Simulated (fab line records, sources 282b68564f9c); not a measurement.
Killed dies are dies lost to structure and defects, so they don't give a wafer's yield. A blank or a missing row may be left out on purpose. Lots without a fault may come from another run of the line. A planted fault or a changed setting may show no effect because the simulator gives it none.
One fault seen from 2 desks | flow rit_cmos | each desk has only its own numbers; what lay behind them comes last

THE TOOL OWNER'S DESK: implanter-04
The tool's own readings at RIT_NWELL_IMPLANT_08: means of the sampled wafers that have a number, for each lot that ran on this tool. A lot is out of limits, marked OUT, if its mean lies more than 4 standard deviations from the usual mean; the brackets give that distance.
Columns: A = dose_ions_cm2 at RIT_NWELL_IMPLANT_08, usual 5.001e+13; B = faraday_current_uA at RIT_NWELL_IMPLANT_08, usual 158
lot  | first seen here | A                           | B
L909 | day 1 22:24     | 5.003e+13                   | 159
L910 | day 2 04:52     | 4.999e+13                   | 158
L915 | day 3 04:02     | 5.003e+13                   | 162
L916 | day 3 09:52     | 5.005e+13                   | 161
L921 | day 4 10:40     | 5.002e+13                   | 161
L929 | day 6 01:52     | 3.729e+13 (-99 or more) OUT | 117 (-13) OUT
L930 | day 6 07:44     | 3.718e+13 (-99 or more) OUT | 116 (-13) OUT
L931 | day 6 11:51     | 3.724e+13 (-99 or more) OUT | 118 (-12) OUT
This desk's finding: out of limits on L929, L930, L931; first on L929, day 6 01:52 (dose_ions_cm2 at RIT_NWELL_IMPLANT_08). In limits: L909, L910, L915, L916, L921.

THE METROLOGY DESK
What the gauges read, lot by lot, whatever tool the lot ran on: means of the sampled wafers that have a number. A lot is out of limits, marked OUT, if its mean lies more than 4 standard deviations from the usual mean; the brackets give that distance.
Columns: A = NWELL_TW at RIT_NWELL_TW_MEAS_10, usual 2156; B = NWELL_RS at RIT_WELLDRIVE_RS_MEAS_01, usual 275.5 ohm/sq
lot  | first seen here | A               | B
L909 | day 1 22:44     | 2141            | 275.2
L910 | day 2 05:11     | 2159            | 275.3
L912 | day 2 12:38     | 2180            | 275.2
L913 | day 2 17:37     | 2178            | 275.3
L914 | day 3 00:28     | 2119            | 276.2
L915 | day 3 04:20     | 2125            | 275.2
L916 | day 3 10:11     | 2121            | 275.0
L918 | day 3 21:35     | 2184            | 275.8
L920 | day 4 04:24     | 2173            | 275.4
L921 | day 4 10:59     | 2157            | 276.2
L922 | day 4 15:59     | 2144            | 275.9
L928 | day 5 22:37     | 2173            | 274.9
L929 | day 6 02:12     | 1953 (-9.7) OUT | 328.7 (+73) OUT
L930 | day 6 08:04     | 1972 (-8.8) OUT | 331.7 (+77) OUT
L931 | day 6 12:11     | 1950 (-9.8) OUT | 331.2 (+76) OUT
This desk's finding: out of limits on L929, L930, L931; first on L929, day 6 02:12 (NWELL_TW at RIT_NWELL_TW_MEAS_10). In limits: L909, L910, L912, L913, L914, L915, L916, L918, L920, L921, L922, L928.

PUT TOGETHER
The tool owner's desk could have raised an alarm at day 6 01:52, on L929, L930, L931.
The metrology desk could have raised an alarm at day 6 02:12, on L929, L930, L931.
Of the lots named, all ran RIT_NWELL_IMPLANT_08 on implanter-04.

WHAT THE SIMULATOR HAD PUT IN
Process parameter drift: implanter-04, from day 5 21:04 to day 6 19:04, at RIT_NWELL_IMPLANT_08. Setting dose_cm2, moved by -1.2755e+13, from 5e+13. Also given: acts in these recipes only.
Lots struck among those shown: L929, L930, L931.
Hours from the fault's start to each desk's first reading out of limits: the tool owner's desk, 5; the metrology desk, 5.
